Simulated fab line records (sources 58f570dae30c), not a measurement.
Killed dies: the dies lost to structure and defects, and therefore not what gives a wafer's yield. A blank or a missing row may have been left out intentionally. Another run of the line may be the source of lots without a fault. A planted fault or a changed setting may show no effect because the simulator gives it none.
Which tool did it? :: flow berkeley cmos170 :: 7 lots with 21 wafers sampled at 2 steps, on a route of 331 steps

WHAT EACH GAUGE READ, for each wafer
UCB170_SDANNEAL_RS_MEAS_02: measurement is done with a four-point probe.
lot: L779
measured: day 8 18:24
on: film metro-04
PSD_RS (ohm/sq): 75.60 75.72 75.50

lot: L782
measured: day 8 19:35
on: film metro-03
PSD_RS (ohm/sq): 75.68 75.78 75.78

lot: L784
measured: day 9 20:26
on: film metro-02
PSD_RS (ohm/sq): 75.58 75.55 76.04

lot: L786
measured: day 9 20:56
on: film metro-03
PSD_RS (ohm/sq): 75.48 75.32 75.33

lot: L791
measured: day 11 03:04
on: film metro-04
PSD_RS (ohm/sq): 65.07 65.37 65.28

lot: L798
measured: day 12 06:41
on: film metro-03
PSD_RS (ohm/sq): 76.01 75.55 76.10

lot: L801
measured: day 12 17:05
on: film metro-04
PSD_RS (ohm/sq): 75.52 75.57 75.52

TOOL THAT RAN EACH LOT (tool first, then ch and the chambers of the sampled wafers, then the start)
lot: L779
UCB170_SDANNEAL_RTA_01: rtp anneal-02 ch 0, day 8 18:21

lot: L782
UCB170_SDANNEAL_RTA_01: rtp anneal-01 ch 0, day 8 19:31

lot: L784
UCB170_SDANNEAL_RTA_01: rtp anneal-01 ch 0, day 9 20:22

lot: L786
UCB170_SDANNEAL_RTA_01: rtp anneal-01 ch 0, day 9 20:53

lot: L791
UCB170_SDANNEAL_RTA_01: rtp anneal-02 ch 0, day 11 03:00

lot: L798
UCB170_SDANNEAL_RTA_01: rtp anneal-01 ch 0, day 12 06:36

lot: L801
UCB170_SDANNEAL_RTA_01: rtp anneal-01 ch 0, day 12 17:01
- UCB170_SDANNEAL_RTA_01: time 5 s.

THE ANSWER, worked out from the rows above alone
Rule: the usual values come from the lots themselves. The widest of any qualifying gaps counts: lots, ordered by their means at a reading, are off when they make up no more than a third of the lots, leave a main group of 4 or more, and stand apart from it by 3 or more times the standard deviation of that group's means. A main group is skipped when, at the precision printed for the reading in the tables above, its means are all equal. A lot without any number at a reading at which 4 lots or more have one is off too. All remaining lots with rows at the step are treated as sound.
Off: at UCB170_SDANNEAL_RS_MEAS_02 (PSD_RS), L791. For the main group the mean is 75.65 ohm/sq and the standard deviation 0.16.
If a tool, at a process step before that reading, ran all the lots that are off and no sound lot after the first of them, it fits. The gauges at UCB170_SDANNEAL_RS_MEAS_02 are tried like those tools. One fits: UCB170_SDANNEAL_RTA_01 on rtp anneal-02. A fault onset in the window from L779 (day 8 18:21, its last sound lot) to L791 (day 11 03:00, its first lot off) fits.

WHAT HAD BEEN PUT IN BY THE SIMULATOR
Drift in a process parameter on rtp anneal-02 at UCB170_SDANNEAL_RTA_01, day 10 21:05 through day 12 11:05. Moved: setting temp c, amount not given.
Struck lots among those shown: L791. The same result came from the rule above.
